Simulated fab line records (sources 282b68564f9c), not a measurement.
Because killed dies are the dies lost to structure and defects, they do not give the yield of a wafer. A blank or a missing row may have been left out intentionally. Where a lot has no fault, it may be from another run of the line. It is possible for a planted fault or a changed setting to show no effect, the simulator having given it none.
fab line records :: flow rit_cmos
record:
  lots: 14
  wafers: 42
  last_day: 7
route steps=202 shown NWELL@36
lots that met no fault: from a run of the same line without faults
start_h: hours from the record's opening day to when the first of the lot's shown wafers began :: wait_h: hours elapsed since this lot's preceding step :: " repeats the value in the row above :: L1.1+2: a single row standing in for several wafers :: - value missing, or start not given :: * or withheld: withheld :: < > ~ a bound
route shown NAME@n: a module of which the file shows steps, and the number in the route of the first :: usual: mean/standard deviation taken from wafers without a fault :: same: alike in all rows :: chamber/n: place in a boat :: sites: each site's reading :: _std_site: standard deviation across them :: _edge_site: mean of outer sites minus mean of inner sites :: radius_mm: how far each site lies from the wafer's centre :: mask NAME#n: copy n :: behind: the tool/chamber that last shaped the wafer :: hold: why the lot went on hold/how many hours it stayed there/how the hold came to an end :: device: whichever transistor did not switch (one of n, p or np) :: end of line: tests of these same wafers at the route's end :: a step given without rows: its recipe and nothing more :: killed: at the first sort, the dies lost to defects and structure; wafer yield is something else :: map: a wafer's dies, marking killed ones x, the rest . and places with no die _
set.NAME: setting as actually run; set.NAME@STEP: the setting as run at that earlier step :: model.NAME: the simulator's own value behind a step, which no gauge read
the route's steps for a sample of lots (tables are steps, rows are wafers)
services: the hour from which a tool's chamber was out of use, counted from the record's first day as start_h (under 0 if before that day), plus the number of hours and why
== steps ==
step: RIT_NWELL_IMPLANT_08
recipe:
  species: P
  energy_kev: 170
  dose_cm2: 5e+13
  tilt_deg: 7
usual:
  beam_energy_keV: 170.00/0.051
  beam_on_s: 10.00/0.2
  dose_ions_cm2: 5.001e+13/5.5e+10
  faraday_current_uA: 159/3.2
same:
  implant_ion_amu: 31
lot.wafer: L422.4
tool: implanter-02
chamber: 0
start_h: 21.49
wait_h: 0.2
beam_energy_keV: 169.98
beam_on_s: 10.08
dose_ions_cm2: 4.993e+13
faraday_current_uA: 157

lot.wafer: L422.5
tool: implanter-02
chamber: 0
start_h: 21.49
wait_h: 0.2
beam_energy_keV: 169.97
beam_on_s: 10.10
dose_ions_cm2: 4.997e+13
faraday_current_uA: 157

lot.wafer: L422.6
tool: implanter-02
chamber: 0
start_h: 21.49
wait_h: 0.2
beam_energy_keV: 169.93
beam_on_s: 9.95
dose_ions_cm2: 4.987e+13
faraday_current_uA: 159

lot.wafer: L423.3
tool: implanter-03
chamber: 0
start_h: 28.96
wait_h: 0.2
beam_energy_keV: 169.96
beam_on_s: 10.13
dose_ions_cm2: 4.992e+13
faraday_current_uA: 156

lot.wafer: L423.5
tool: implanter-03
chamber: 0
start_h: 28.96
wait_h: 0.2
beam_energy_keV: 169.93
beam_on_s: 10.00
dose_ions_cm2: 5.002e+13
faraday_current_uA: 159

lot.wafer: L423.6
tool: implanter-03
chamber: 0
start_h: 28.96
wait_h: 0.2
beam_energy_keV: 170.00
beam_on_s: 9.82
dose_ions_cm2: 5.005e+13
faraday_current_uA: 162

lot.wafer: L424.2
tool: implanter-02
chamber: 0
start_h: 31.92
wait_h: 0.2
beam_energy_keV: 170.03
beam_on_s: 10.19
dose_ions_cm2: 4.995e+13
faraday_current_uA: 156

lot.wafer: L424.4
tool: implanter-02
chamber: 0
start_h: 31.92
wait_h: 0.2
beam_energy_keV: 169.97
beam_on_s: 9.97
dose_ions_cm2: 4.994e+13
faraday_current_uA: 159

lot.wafer: L424.5
tool: implanter-02
chamber: 0
start_h: 31.92
wait_h: 0.2
beam_energy_keV: 169.98
beam_on_s: 9.67
dose_ions_cm2: 5e+13
faraday_current_uA: 164

lot.wafer: L426.2
tool: implanter-03
chamber: 0
start_h: 40.80
wait_h: 0.2
beam_energy_keV: 170.02
beam_on_s: 10.22
dose_ions_cm2: 4.995e+13
faraday_current_uA: 155

lot.wafer: L426.3
tool: implanter-03
chamber: 0
start_h: 40.80
wait_h: 0.2
beam_energy_keV: 170.01
beam_on_s: 10.16
dose_ions_cm2: 4.998e+13
faraday_current_uA: 157

lot.wafer: L426.6
tool: implanter-03
chamber: 0
start_h: 40.80
wait_h: 0.2
beam_energy_keV: 169.98
beam_on_s: 9.65
dose_ions_cm2: 5.005e+13
faraday_current_uA: 164

lot.wafer: L427.3
tool: implanter-03
chamber: 0
start_h: 45.69
wait_h: 0.2
beam_energy_keV: 169.96
beam_on_s: 10.20
dose_ions_cm2: 5.006e+13
faraday_current_uA: 155

lot.wafer: L427.4
tool: implanter-03
chamber: 0
start_h: 45.69
wait_h: 0.2
beam_energy_keV: 170.03
beam_on_s: 10.05
dose_ions_cm2: 5.006e+13
faraday_current_uA: 157

lot.wafer: L427.5
tool: implanter-03
chamber: 0
start_h: 45.69
wait_h: 0.2
beam_energy_keV: 170.08
beam_on_s: 9.91
dose_ions_cm2: 5.003e+13
faraday_current_uA: 159

lot.wafer: L428.2
tool: implanter-03
chamber: 0
start_h: 51.37
wait_h: 0.2
beam_energy_keV: 170.07
beam_on_s: 9.98
dose_ions_cm2: 5.003e+13
faraday_current_uA: 159

lot.wafer: L428.3
tool: implanter-03
chamber: 0
start_h: 51.37
wait_h: 0.2
beam_energy_keV: 169.95
beam_on_s: 10.21
dose_ions_cm2: 5.001e+13
faraday_current_uA: 155

lot.wafer: L428.5
tool: implanter-03
chamber: 0
start_h: 51.37
wait_h: 0.2
beam_energy_keV: 170.02
beam_on_s: 9.98
dose_ions_cm2: 5.008e+13
faraday_current_uA: 158

lot.wafer: L430.1
tool: implanter-02
chamber: 0
start_h: 61.82
wait_h: 0.2
beam_energy_keV: 170.05
beam_on_s: 9.87
dose_ions_cm2: 4.995e+13
faraday_current_uA: 160

lot.wafer: L430.2
tool: implanter-02
chamber: 0
start_h: 61.82
wait_h: 0.2
beam_energy_keV: 170.09
beam_on_s: 9.78
dose_ions_cm2: 4.998e+13
faraday_current_uA: 162

lot.wafer: L430.4
tool: implanter-02
chamber: 0
start_h: 61.82
wait_h: 0.2
beam_energy_keV: 170.08
beam_on_s: 10.17
dose_ions_cm2: 4.995e+13
faraday_current_uA: 156

lot.wafer: L431.2
tool: implanter-02
chamber: 0
start_h: 66.67
wait_h: 0.2
beam_energy_keV: 169.98
beam_on_s: 10.29
dose_ions_cm2: 5e+13
faraday_current_uA: 154

lot.wafer: L431.3
tool: implanter-02
chamber: 0
start_h: 66.67
wait_h: 0.2
beam_energy_keV: 170.04
beam_on_s: 9.94
dose_ions_cm2: 4.991e+13
faraday_current_uA: 159

lot.wafer: L431.5
tool: implanter-02
chamber: 0
start_h: 66.67
wait_h: 0.2
beam_energy_keV: 170.00
beam_on_s: 10.59
dose_ions_cm2: 5.002e+13
faraday_current_uA: 149

lot.wafer: L432.1
tool: implanter-03
chamber: 0
start_h: 71.01
wait_h: 0.2
beam_energy_keV: 170.07
beam_on_s: 10.05
dose_ions_cm2: 5.009e+13
faraday_current_uA: 158

lot.wafer: L432.4
tool: implanter-03
chamber: 0
start_h: 71.01
wait_h: 0.2
beam_energy_keV: 170.08
beam_on_s: 10.18
dose_ions_cm2: 5.014e+13
faraday_current_uA: 156

lot.wafer: L432.5
tool: implanter-03
chamber: 0
start_h: 71.01
wait_h: 0.2
beam_energy_keV: 170.10
beam_on_s: 10.24
dose_ions_cm2: 5.003e+13
faraday_current_uA: 155

lot.wafer: L433.1
tool: implanter-01
chamber: 0
start_h: 75.71
wait_h: 0.2
beam_energy_keV: 169.95
beam_on_s: 10.14
dose_ions_cm2: 4.999e+13
faraday_current_uA: 156

lot.wafer: L433.3
tool: implanter-01
chamber: 0
start_h: 75.71
wait_h: 0.2
beam_energy_keV: 169.98
beam_on_s: 9.82
dose_ions_cm2: 5.008e+13
faraday_current_uA: 161

lot.wafer: L433.4
tool: implanter-01
chamber: 0
start_h: 75.71
wait_h: 0.2
beam_energy_keV: 170.01
beam_on_s: 10.15
dose_ions_cm2: 5.003e+13
faraday_current_uA: 156

lot.wafer: L434.2
tool: implanter-01
chamber: 0
start_h: 80.59
wait_h: 0.2
beam_energy_keV: 170.03
beam_on_s: 10.06
dose_ions_cm2: 5.012e+13
faraday_current_uA: 157

lot.wafer: L434.3
tool: implanter-01
chamber: 0
start_h: 80.59
wait_h: 0.2
beam_energy_keV: 169.95
beam_on_s: 9.77
dose_ions_cm2: 5.009e+13
faraday_current_uA: 162

lot.wafer: L434.6
tool: implanter-01
chamber: 0
start_h: 80.59
wait_h: 0.2
beam_energy_keV: 169.96
beam_on_s: 10.22
dose_ions_cm2: 5.005e+13
faraday_current_uA: 155

lot.wafer: L437.1
tool: implanter-02
chamber: 0
start_h: 97.24
wait_h: 0.2
beam_energy_keV: 170.00
beam_on_s: 9.59
dose_ions_cm2: 4.992e+13
faraday_current_uA: 165

lot.wafer: L437.3
tool: implanter-02
chamber: 0
start_h: 97.24
wait_h: 0.2
beam_energy_keV: 170.01
beam_on_s: 10.14
dose_ions_cm2: 5.002e+13
faraday_current_uA: 156

lot.wafer: L437.4
tool: implanter-02
chamber: 0
start_h: 97.24
wait_h: 0.2
beam_energy_keV: 170.05
beam_on_s: 9.98
dose_ions_cm2: 5.008e+13
faraday_current_uA: 158

lot.wafer: L441.3
tool: implanter-02
chamber: 0
start_h: 118.48
wait_h: 0.2
beam_energy_keV: 169.92
beam_on_s: 10.20
dose_ions_cm2: 3.62e+13
faraday_current_uA: 112

lot.wafer: L441.5
tool: implanter-02
chamber: 0
start_h: 118.48
wait_h: 0.2
beam_energy_keV: 169.95
beam_on_s: 9.84
dose_ions_cm2: 3.622e+13
faraday_current_uA: 118

lot.wafer: L441.6
tool: implanter-02
chamber: 0
start_h: 118.48
wait_h: 0.2
beam_energy_keV: 169.97
beam_on_s: 9.88
dose_ions_cm2: 3.63e+13
faraday_current_uA: 117

lot.wafer: L443.1
tool: implanter-02
chamber: 0
start_h: 128.99
wait_h: 0.2
beam_energy_keV: 170.00
beam_on_s: 9.91
dose_ions_cm2: 3.627e+13
faraday_current_uA: 116

lot.wafer: L443.4
tool: implanter-02
chamber: 0
start_h: 128.99
wait_h: 0.2
beam_energy_keV: 170.01
beam_on_s: 10.12
dose_ions_cm2: 3.619e+13
faraday_current_uA: 114

lot.wafer: L443.6
tool: implanter-02
chamber: 0
start_h: 128.99
wait_h: 0.2
beam_energy_keV: 169.95
beam_on_s: 9.76
dose_ions_cm2: 3.614e+13
faraday_current_uA: 118
step: RIT_NWELL_TW_MEAS_10
usual:
  NWELL_TW: 2149/24
lot.wafer: L422.4
tool: film_metro-02
chamber: -
start_h: 21.77
wait_h: 0.1
NWELL_TW: 2120

lot.wafer: L422.5
tool: film_metro-02
chamber: -
start_h: 21.77
wait_h: 0.1
NWELL_TW: 2114

lot.wafer: L422.6
tool: film_metro-02
chamber: -
start_h: 21.77
wait_h: 0.1
NWELL_TW: 2112

lot.wafer: L423.3
tool: film_metro-04
chamber: -
start_h: 29.25
wait_h: 0.1
NWELL_TW: 2138

lot.wafer: L423.5
tool: film_metro-04
chamber: -
start_h: 29.25
wait_h: 0.1
NWELL_TW: 2152

lot.wafer: L423.6
tool: film_metro-04
chamber: -
start_h: 29.25
wait_h: 0.1
NWELL_TW: 2139

lot.wafer: L424.2
tool: film_metro-01
chamber: -
start_h: 32.23
wait_h: 0.1
NWELL_TW: 2182

lot.wafer: L424.4
tool: film_metro-01
chamber: -
start_h: 32.23
wait_h: 0.1
NWELL_TW: 2180

lot.wafer: L424.5
tool: film_metro-01
chamber: -
start_h: 32.23
wait_h: 0.1
NWELL_TW: 2176

lot.wafer: L426.2
tool: film_metro-01
chamber: -
start_h: 41.11
wait_h: 0.1
NWELL_TW: 2188

lot.wafer: L426.3
tool: film_metro-01
chamber: -
start_h: 41.11
wait_h: 0.1
NWELL_TW: 2166

lot.wafer: L426.6
tool: film_metro-01
chamber: -
start_h: 41.11
wait_h: 0.1
NWELL_TW: 2171

lot.wafer: L427.3
tool: film_metro-02
chamber: -
start_h: 45.98
wait_h: 0.1
NWELL_TW: 2124

lot.wafer: L427.4
tool: film_metro-02
chamber: -
start_h: 45.98
wait_h: 0.1
NWELL_TW: 2127

lot.wafer: L427.5
tool: film_metro-02
chamber: -
start_h: 45.98
wait_h: 0.1
NWELL_TW: 2129

lot.wafer: L428.2
tool: film_metro-01
chamber: -
start_h: 51.68
wait_h: 0.1
NWELL_TW: 2175

lot.wafer: L428.3
tool: film_metro-01
chamber: -
start_h: 51.68
wait_h: 0.1
NWELL_TW: 2166

lot.wafer: L428.5
tool: film_metro-01
chamber: -
start_h: 51.68
wait_h: 0.1
NWELL_TW: 2158

lot.wafer: L430.1
tool: film_metro-01
chamber: -
start_h: 62.15
wait_h: 0.1
NWELL_TW: 2167

lot.wafer: L430.2
tool: film_metro-01
chamber: -
start_h: 62.15
wait_h: 0.1
NWELL_TW: 2160

lot.wafer: L430.4
tool: film_metro-01
chamber: -
start_h: 62.15
wait_h: 0.1
NWELL_TW: 2164

lot.wafer: L431.2
tool: film_metro-01
chamber: -
start_h: 66.98
wait_h: 0.1
NWELL_TW: 2175

lot.wafer: L431.3
tool: film_metro-01
chamber: -
start_h: 66.98
wait_h: 0.1
NWELL_TW: 2167

lot.wafer: L431.5
tool: film_metro-01
chamber: -
start_h: 66.98
wait_h: 0.1
NWELL_TW: 2169

lot.wafer: L432.1
tool: film_metro-02
chamber: -
start_h: 71.33
wait_h: 0.1
NWELL_TW: 2114

lot.wafer: L432.4
tool: film_metro-02
chamber: -
start_h: 71.33
wait_h: 0.1
NWELL_TW: 2122

lot.wafer: L432.5
tool: film_metro-02
chamber: -
start_h: 71.33
wait_h: 0.1
NWELL_TW: 2121

lot.wafer: L433.1
tool: film_metro-01
chamber: -
start_h: 76.04
wait_h: 0.1
NWELL_TW: 2176

lot.wafer: L433.3
tool: film_metro-01
chamber: -
start_h: 76.04
wait_h: 0.1
NWELL_TW: 2172

lot.wafer: L433.4
tool: film_metro-01
chamber: -
start_h: 76.04
wait_h: 0.1
NWELL_TW: 2178

lot.wafer: L434.2
tool: film_metro-04
chamber: -
start_h: 80.90
wait_h: 0.1
NWELL_TW: 2167

lot.wafer: L434.3
tool: film_metro-04
chamber: -
start_h: 80.90
wait_h: 0.1
NWELL_TW: 2159

lot.wafer: L434.6
tool: film_metro-04
chamber: -
start_h: 80.90
wait_h: 0.1
NWELL_TW: 2161

lot.wafer: L437.1
tool: film_metro-04
chamber: -
start_h: 97.57
wait_h: 0.1
NWELL_TW: 2145

lot.wafer: L437.3
tool: film_metro-04
chamber: -
start_h: 97.57
wait_h: 0.1
NWELL_TW: 2144

lot.wafer: L437.4
tool: film_metro-04
chamber: -
start_h: 97.57
wait_h: 0.1
NWELL_TW: 2141

lot.wafer: L441.3
tool: film_metro-02
chamber: -
start_h: 118.78
wait_h: 0.1
NWELL_TW: 1903

lot.wafer: L441.5
tool: film_metro-02
chamber: -
start_h: 118.78
wait_h: 0.1
NWELL_TW: 1901

lot.wafer: L441.6
tool: film_metro-02
chamber: -
start_h: 118.78
wait_h: 0.1
NWELL_TW: 1908

lot.wafer: L443.1
tool: film_metro-02
chamber: -
start_h: 129.31
wait_h: 0.1
NWELL_TW: 1904

lot.wafer: L443.4
tool: film_metro-02
chamber: -
start_h: 129.31
wait_h: 0.1
NWELL_TW: 1918

lot.wafer: L443.6
tool: film_metro-02
chamber: -
start_h: 129.31
wait_h: 0.1
NWELL_TW: 1912
step: RIT_WELLDRIVE_RS_MEAS_01
recipe:
  thk_meas_gauge: four-point-probe
usual:
  NWELL_RS: 275.2/0.77
lot.wafer: L422.4
tool: film_metro-01
chamber: -
start_h: 29.56
wait_h: 0.1
NWELL_RS[ohm/sq]: 275.8

lot.wafer: L422.5
tool: film_metro-01
chamber: -
start_h: 29.56
wait_h: 0.1
NWELL_RS[ohm/sq]: 276.4

lot.wafer: L422.6
tool: film_metro-01
chamber: -
start_h: 29.56
wait_h: 0.1
NWELL_RS[ohm/sq]: 275.7

lot.wafer: L423.3
tool: film_metro-04
chamber: -
start_h: 35.97
wait_h: 0.0
NWELL_RS[ohm/sq]: 276.2

lot.wafer: L423.5
tool: film_metro-04
chamber: -
start_h: 35.97
wait_h: 0.0
NWELL_RS[ohm/sq]: 275.6

lot.wafer: L423.6
tool: film_metro-04
chamber: -
start_h: 35.97
wait_h: 0.0
NWELL_RS[ohm/sq]: 275.9

lot.wafer: L424.2
tool: film_metro-04
chamber: -
start_h: 39.43
wait_h: 0.0
NWELL_RS[ohm/sq]: 275.3

lot.wafer: L424.4
tool: film_metro-04
chamber: -
start_h: 39.43
wait_h: 0.0
NWELL_RS[ohm/sq]: 275.5

lot.wafer: L424.5
tool: film_metro-04
chamber: -
start_h: 39.43
wait_h: 0.0
NWELL_RS[ohm/sq]: 274.6

lot.wafer: L426.2
tool: film_metro-04
chamber: -
start_h: 47.94
wait_h: 0.0
NWELL_RS[ohm/sq]: 275.0

lot.wafer: L426.3
tool: film_metro-04
chamber: -
start_h: 47.94
wait_h: 0.0
NWELL_RS[ohm/sq]: 274.2

lot.wafer: L426.6
tool: film_metro-04
chamber: -
start_h: 47.94
wait_h: 0.0
NWELL_RS[ohm/sq]: 274.8

lot.wafer: L427.3
tool: film_metro-02
chamber: -
start_h: 53.05
wait_h: 0.0
NWELL_RS[ohm/sq]: 275.6

lot.wafer: L427.4
tool: film_metro-02
chamber: -
start_h: 53.05
wait_h: 0.0
NWELL_RS[ohm/sq]: 275.9

lot.wafer: L427.5
tool: film_metro-02
chamber: -
start_h: 53.05
wait_h: 0.0
NWELL_RS[ohm/sq]: 274.9

lot.wafer: L428.2
tool: film_metro-02
chamber: -
start_h: 58.51
wait_h: 0.0
NWELL_RS[ohm/sq]: 273.9

lot.wafer: L428.3
tool: film_metro-02
chamber: -
start_h: 58.51
wait_h: 0.0
NWELL_RS[ohm/sq]: 274.9

lot.wafer: L428.5
tool: film_metro-02
chamber: -
start_h: 58.51
wait_h: 0.0
NWELL_RS[ohm/sq]: 275.0

lot.wafer: L430.1
tool: film_metro-02
chamber: -
start_h: 68.85
wait_h: 0.0
NWELL_RS[ohm/sq]: 275.1

lot.wafer: L430.2
tool: film_metro-02
chamber: -
start_h: 68.85
wait_h: 0.0
NWELL_RS[ohm/sq]: 274.8

lot.wafer: L430.4
tool: film_metro-02
chamber: -
start_h: 68.85
wait_h: 0.0
NWELL_RS[ohm/sq]: 275.7

lot.wafer: L431.2
tool: film_metro-02
chamber: -
start_h: 73.74
wait_h: 0.0
NWELL_RS[ohm/sq]: 275.5

lot.wafer: L431.3
tool: film_metro-02
chamber: -
start_h: 73.74
wait_h: 0.0
NWELL_RS[ohm/sq]: 274.5

lot.wafer: L431.5
tool: film_metro-02
chamber: -
start_h: 73.74
wait_h: 0.0
NWELL_RS[ohm/sq]: 275.0

lot.wafer: L432.1
tool: film_metro-04
chamber: -
start_h: 78.57
wait_h: 0.0
NWELL_RS[ohm/sq]: 274.4

lot.wafer: L432.4
tool: film_metro-04
chamber: -
start_h: 78.57
wait_h: 0.0
NWELL_RS[ohm/sq]: 274.5

lot.wafer: L432.5
tool: film_metro-04
chamber: -
start_h: 78.57
wait_h: 0.0
NWELL_RS[ohm/sq]: 275.1

lot.wafer: L433.1
tool: film_metro-02
chamber: -
start_h: 82.73
wait_h: 0.0
NWELL_RS[ohm/sq]: 275.5

lot.wafer: L433.3
tool: film_metro-02
chamber: -
start_h: 82.73
wait_h: 0.0
NWELL_RS[ohm/sq]: 275.2

lot.wafer: L433.4
tool: film_metro-02
chamber: -
start_h: 82.73
wait_h: 0.0
NWELL_RS[ohm/sq]: 274.8

lot.wafer: L434.2
tool: film_metro-01
chamber: -
start_h: 87.83
wait_h: 0.0
NWELL_RS[ohm/sq]: 274.6

lot.wafer: L434.3
tool: film_metro-01
chamber: -
start_h: 87.83
wait_h: 0.0
NWELL_RS[ohm/sq]: 274.0

lot.wafer: L434.6
tool: film_metro-01
chamber: -
start_h: 87.83
wait_h: 0.0
NWELL_RS[ohm/sq]: 273.7

lot.wafer: L437.1
tool: film_metro-01
chamber: -
start_h: 104.38
wait_h: 0.0
NWELL_RS[ohm/sq]: 276.2

lot.wafer: L437.3
tool: film_metro-01
chamber: -
start_h: 104.38
wait_h: 0.0
NWELL_RS[ohm/sq]: 276.8

lot.wafer: L437.4
tool: film_metro-01
chamber: -
start_h: 104.38
wait_h: 0.0
NWELL_RS[ohm/sq]: 276.6

lot.wafer: L441.3
tool: film_metro-04
chamber: -
start_h: 125.62
wait_h: 0.0
NWELL_RS[ohm/sq]: 335.9

lot.wafer: L441.5
tool: film_metro-04
chamber: -
start_h: 125.62
wait_h: 0.0
NWELL_RS[ohm/sq]: 335.5

lot.wafer: L441.6
tool: film_metro-04
chamber: -
start_h: 125.62
wait_h: 0.0
NWELL_RS[ohm/sq]: 337.6

lot.wafer: L443.1
tool: film_metro-02
chamber: -
start_h: 136.38
wait_h: 0.0
NWELL_RS[ohm/sq]: 334.8

lot.wafer: L443.4
tool: film_metro-02
chamber: -
start_h: 136.38
wait_h: 0.0
NWELL_RS[ohm/sq]: 335.9

lot.wafer: L443.6
tool: film_metro-02
chamber: -
start_h: 136.38
wait_h: 0.0
NWELL_RS[ohm/sq]: 334.7
== services ==
tool: implanter-02
chamber: -
start_h: 12.54
hours: 3.6
kind: repair

tool: implanter-01
chamber: -
start_h: 23.32
hours: 48.9
kind: repair

tool: implanter-01
chamber: -
start_h: 28.71
hours: 2.7
kind: repair

tool: implanter-01
chamber: -
start_h: 37.76
hours: 1.9
kind: repair

tool: implanter-03
chamber: -
start_h: 86.57
hours: 2.8
kind: repair

tool: implanter-02
chamber: -
start_h: 98.49
hours: 0.9
kind: repair

tool: implanter-02
chamber: -
start_h: 109.12
hours: 0.7
kind: repair
== key ==
first_sign:
  step: RIT_NWELL_IMPLANT_08
  reading: dose_ions_cm2
  direction: down
  sigmas: 99+
  usual: 5.001e+13
  struck: 3.622e+13
effect:
  step: RIT_NWELL_IMPLANT_08
  reading: faraday_current_uA
  direction: down
  sigmas: 14
  usual: 159
  struck: 116
effect:
  step: RIT_NWELL_TW_MEAS_10
  reading: NWELL_TW
  direction: down
  sigmas: 9.9
  usual: 2149
  struck: 1908
effect:
  step: RIT_WELLDRIVE_RS_MEAS_01
  reading: NWELL_RS
  direction: up
  sigmas: 79
  usual: 275.2
  struck: 335.7
met_at RIT_NWELL_IMPLANT_08
struck_lots L441,L443
tester_left_out L441,L443
onset_between 97.24 118.48
fault:
  kind: process_parameter_drift
  tool: implanter-02
  chamber: -
  onset_h: 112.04
  steps: RIT_NWELL_IMPLANT_08
  channel: dose_cm2
  offset: -1.3735e+13
  shape: step
  end_h: 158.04
  acts_in: these_recipes_only
  stated: 5e+13
tester_left_out: of these lots the tester's yield and bins aren't shown, on N5 and GAA mostly nor the transistor test; their killed dies are dies lost to structure and defects alone, not to doping, threshold or leakage, so they don't give the yield
